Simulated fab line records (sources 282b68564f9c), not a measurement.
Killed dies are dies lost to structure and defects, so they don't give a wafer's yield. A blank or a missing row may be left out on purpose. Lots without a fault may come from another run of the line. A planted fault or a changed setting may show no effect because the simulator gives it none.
A lot that was struck, set against a sound lot :: flow rit_cmos :: 44 out of 202 route steps
Sound: wafers L403.1, L403.2, L403.3. Wafers struck: L409.1, L409.2, L409.3. The cause comes at the end.
Each step with rows lists, per side, the tool, then ch with its chambers, then its first start. Under that, the readings that differ: sound wafers :: struck wafers :: difference of the means :: sigmas: that difference in standard deviations of wafers without a fault.
alike: readings whose means differ by less than 2 such deviations, and words and numbers that are the same on both sides. not compared: withheld readings, readings that some wafer has no value for, bounds like >300 that may hide the same value, and numbers for which the record gives no deviation and whose values overlap.
Wherever a step has rows on one side only, a row that says differs or no value, or a row with sigmas, the two part there. Numbers that don't overlap but have no deviation are shown without sigmas and don't part them. A reading that every wafer of one side lacks parts them only if that side has two wafers or more.

first, 2 steps without rows for these wafers: RIT_NLDD_HARDBAKE_07 (time 60 s); RIT_NLDD_IMPLANT_08.
RIT_NLDD_STRIP_09: strips in O2, time 180 s.
  sound on plasma_asher-04 ch 0,1, day 5 15:05; struck on plasma_asher-01 ch 0,1, day 6 16:14
  alike: drypump_motor_current_A, o2_flow_sccm
  not compared: rf_hours_counter_h
RIT_NLDD_TW_MEAS_10:
  sound on film_metro-01, day 5 15:16; struck on film_metro-01, day 6 16:25
  alike: NLDD_TW
then, 6 steps without rows for these wafers: RIT_PLDD_HMDS_00 (prime time 60 s); RIT_PLDD_COAT_01 (resist thk 1000 nm); RIT_PLDD_SOFTBAKE_02 (time 60 s); RIT_PLDD_EXPOSE_03 (exposes mask M8, target cd 40900 nm); RIT_PLDD_PEB_04; RIT_PLDD_DEVELOP_05 (develop time 50 s).
RIT_PLDD_OVL_MEAS_06:
  sound on overlay-01, day 5 16:17; struck on overlay-01, day 6 17:20
  alike: PLDD_OVL
then, 1 step without rows for these wafers: RIT_PLDD_HARDBAKE_07 (time 60 s).
RIT_PLDD_IMPLANT_08:
  sound on implanter-04 ch 0, day 5 16:29; struck on implanter-04 ch 0, day 6 17:31
reading: dose_ions_cm2
sound: 9.004e+14 9.009e+14 8.997e+14
struck: 1.4555e+15 1.4537e+15 1.4538e+15
difference: +5.5400e+14
sigmas: +99 or more

reading: end_station_pressure_torr (Torr)
sound: 6.9e-06 6.8e-06 7.4e-06
struck: 8.4e-06 8.7e-06 8.5e-06
difference: +1.5e-06
sigmas: +4

reading: faraday_current_uA
sound: 2858 2822 2774
struck: 4571 4708 4519
difference: +1781
sigmas: +34
RIT_PLDD_STRIP_09: strips in O2, time 180 s.
  sound on plasma_asher-02 ch 0,1, day 5 16:38; struck on plasma_asher-04 ch 0,1, day 6 17:40
  alike: drypump_motor_current_A, o2_flow_sccm
  not compared: rf_hours_counter_h
RIT_PLDD_TW_MEAS_10:
  sound on film_metro-02, day 5 16:48; struck on film_metro-01, day 6 17:50
reading: PLDD_TW
sound: 2330 2328 2320
struck: 2694 2703 2692
difference: +370
sigmas: +11
then, 4 steps without rows for these wafers: RIT_SPACER_CLEAN_00 (cleans in SC1, time 600 s); RIT_SPACER_CLEAN_01 (cleans in dHF, time 30 s); RIT_SPACER_CLEAN_02 (cleans in SC2, time 600 s); RIT_SPACER_CVD_03 (deposits Si3N4 from SiH2Cl2/NH3, target thk 250 nm, time 3300 s).
RIT_SPACER_THK_MEAS_04:
  sound on film_metro-01, day 5 20:07; struck on film_metro-01, day 6 20:11
  alike: SPACER_NITRIDE_THK
RIT_SPACER_ETCHBACK_05: etches Si3N4 in SF6/CHF3, stops on SiO2, target depth 250 nm, time 240 s.
  sound on rie_diel-03 ch 0,2,3, day 5 20:11; struck on rie_diel-03 ch 0,1,2, day 6 20:14
  alike: CHF3_flow_sccm, drypump_motor_current_A, oes_product_au, rf_fwd_power_W, throttle_valve_pct
  not compared: rf_hours_counter_h
then, 6 steps without rows for these wafers: RIT_NSD_HMDS_00 (prime time 60 s); RIT_NSD_COAT_01 (resist thk 1000 nm); RIT_NSD_SOFTBAKE_02 (time 60 s); RIT_NSD_EXPOSE_03 (exposes mask M9, target cd 40700 nm); RIT_NSD_PEB_04; RIT_NSD_DEVELOP_05 (develop time 50 s).
RIT_NSD_OVL_MEAS_06:
  sound on overlay-02, day 5 21:19; struck on overlay-01, day 6 21:20
  alike: NSD_OVL
then, 2 steps without rows for these wafers: RIT_NSD_HARDBAKE_07 (time 60 s); RIT_NSD_IMPLANT_08.
RIT_NSD_STRIP_09: strips in O2, time 180 s.
  sound on plasma_asher-01 ch 0,1, day 5 21:38; struck on plasma_asher-01 ch 0,1, day 6 21:41
  alike: drypump_motor_current_A, o2_flow_sccm
  not compared: rf_hours_counter_h
RIT_NSD_TW_MEAS_10:
  sound on film_metro-01, day 5 21:49; struck on film_metro-01, day 6 21:51
  alike: NSD_TW
then, 6 steps without rows for these wafers: RIT_PSD_HMDS_00 (prime time 60 s); RIT_PSD_COAT_01 (resist thk 1000 nm); RIT_PSD_SOFTBAKE_02 (time 60 s); RIT_PSD_EXPOSE_03 (exposes mask M10, target cd 40900 nm); RIT_PSD_PEB_04; RIT_PSD_DEVELOP_05 (develop time 50 s).
RIT_PSD_OVL_MEAS_06:
  sound on overlay-01, day 5 22:44; struck on overlay-02, day 6 22:55
  alike: PSD_OVL
then, 2 steps without rows for these wafers: RIT_PSD_HARDBAKE_07 (time 60 s); RIT_PSD_IMPLANT_08.
RIT_PSD_STRIP_09: strips in O2, time 180 s.
  sound on plasma_asher-02 ch 0,1, day 5 23:04; struck on plasma_asher-03 ch 0,1, day 6 23:15
  alike: drypump_motor_current_A, o2_flow_sccm
  not compared: rf_hours_counter_h
RIT_SDANNEAL_RS_MEAS_06: a four-point-probe measurement.
  sound on film_metro-01, day 5 23:59; struck on film_metro-02, day 7 00:11
reading: PLDD_RS (ohm/sq)
sound: 179.0 179.0 178.7
struck: 156.8 157.4 157.4
difference: -21.7
sigmas: -41
RIT_M1_PROBE_99:
  sound on prober-02, day 6 07:12; struck on prober-02, day 7 07:25
reading: model.etest.pmos_turned.r_on_ohm_um
sound: 3374 3370 3356
struck: 3108 3083 3157
difference: -251
sigmas: 

reading: model.etest.pmos_0p3.r_on_ohm_um
sound: 6260 6288 6296
struck: 5869 5858 5944
difference: -391
sigmas: 

reading: model.etest.pmos_0p15.r_on_ohm_um
sound: 2662 2662 2670
struck: 2520 2489 2584
difference: -134
sigmas: 

reading: model.etest.pldd.rs_ohm_sq
sound: 509.6 513.9 506.6
struck: 365.7 365.9 374.3
difference: -141.4
sigmas: 

reading: model.etest.pldd.line_ohm_um
sound: 159.7 163.3 159.4
struck: 115.1 115.6 117.1
difference: -44.9
sigmas: 

reading: model.etest.pmos_turned.drive_ua_um
sound: 193.5 191.8 193
struck: 217.2 218.3 213.2
difference: +23.5
sigmas: 

reading: model.etest.pmos_0p15.drive_ua_um
sound: 265.5 266.5 265.4
struck: 285.9 289.1 276.9
difference: +18.2
sigmas: 

reading: model.etest.pmos_0p15.swing_mv_dec
sound: 84.23 84.54 84.05
struck: 83.81 84 83.78
difference: -0.41
sigmas: 
  alike: killed_at_contacts, killed_at_front_end, killed_dies, killed_open, killed_short

== WHERE THEY PART ==
First at RIT_PLDD_IMPLANT_08; last, within this record, at RIT_SDANNEAL_RS_MEAS_06. Later steps at which nothing parts them and some readings are alike: RIT_M1_PROBE_99.

WHY: whatever the simulator had introduced
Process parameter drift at RIT_PLDD_IMPLANT_08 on implanter-04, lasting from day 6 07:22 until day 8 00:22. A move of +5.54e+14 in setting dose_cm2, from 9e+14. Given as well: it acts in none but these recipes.
